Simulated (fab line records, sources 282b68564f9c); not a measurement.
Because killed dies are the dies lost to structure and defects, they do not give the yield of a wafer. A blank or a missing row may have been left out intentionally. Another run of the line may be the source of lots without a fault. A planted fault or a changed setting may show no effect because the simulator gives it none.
Which tool was responsible?    flow ritCmos    14 lots (42 wafers sampled), 1 step of a 202-step route

WHAT EACH GAUGE READ, for each wafer
The record lacks any reading of a measuring or inspecting step that a usual standard deviation could be used to judge.

WHICH TOOL RAN EACH LOT (tool, then ch and the chambers of the sampled wafers, then the start)
lot   RIT_ACTIVE_DEVELOP_10
L124  lithoTrack-03 ch 0, day 2 05:00
L125  lithoTrack-04 ch 0, day 2 10:00
L126  lithoTrack-04 ch 0, day 2 15:00
L128  lithoTrack-02 ch 0, day 3 01:00
L129  lithoTrack-03 ch 0, day 3 06:00
L131  lithoTrack-02 ch 0, day 3 16:00
L132  lithoTrack-04, day 3 21:00
L133  lithoTrack-04, day 4 02:00
L136  lithoTrack-03 ch 0, day 4 17:00
L139  lithoTrack-03 ch 0, day 5 08:00
L140  lithoTrack-03 ch 0, day 5 13:00
L142  lithoTrack-04 ch 0, day 5 23:00
L143  lithoTrack-03 ch 0, day 6 04:00
L144  lithoTrack-02 ch 0, day 6 09:00
- RIT_ACTIVE_DEVELOP_10: develop time 50 s.

WHAT THE TOOLS THEMSELVES READ (means of the sampled wafers that have a number; where no wafer has one, the mark that the record gives instead)
RIT_ACTIVE_DEVELOP_10. Usual: 23.01 C for chillPlateTempC, sd 0.1.
lot   tool           chillPlateTempC (C)  flag
L124  lithoTrack-03  23.10                
L125  lithoTrack-04  22.97                
L126  lithoTrack-04  23.01                
L128  lithoTrack-02  22.91                
L129  lithoTrack-03  22.95                
L131  lithoTrack-02  22.99                
L132  lithoTrack-04  -                    OFF
L133  lithoTrack-04  -                    OFF
L136  lithoTrack-03  22.91                
L139  lithoTrack-03  23.00                
L140  lithoTrack-03  22.95                
L142  lithoTrack-04  23.08                
L143  lithoTrack-03  23.07                
L144  lithoTrack-02  23.00                

THE ANSWER, worked out from the rows above alone
Rule: a lot is off if the mean of its wafers that have a number lies more than 3 standard deviations from the usual mean. Also off: a lot with no number at a reading for which 4 or more lots have one. Where the step has rows for the other lots, those lots are counted as sound. After the gauges, taken in route order, come the tools' own readings; for these a lot's mean is taken, as printed above. At the first step where some lot is off, the reading lying furthest off is the one used; lots without a number count as furthest.
Off, at RIT_ACTIVE_DEVELOP_10 on chillPlateTempC: L132, L133. Without a number there: L132, L133.
If a tool, at that step or one of the process steps before it, ran each lot that is off and ran no sound lot following the first of them, it fits. Of those tried, none fits.

WHAT THE SIMULATOR HAD PUT IN
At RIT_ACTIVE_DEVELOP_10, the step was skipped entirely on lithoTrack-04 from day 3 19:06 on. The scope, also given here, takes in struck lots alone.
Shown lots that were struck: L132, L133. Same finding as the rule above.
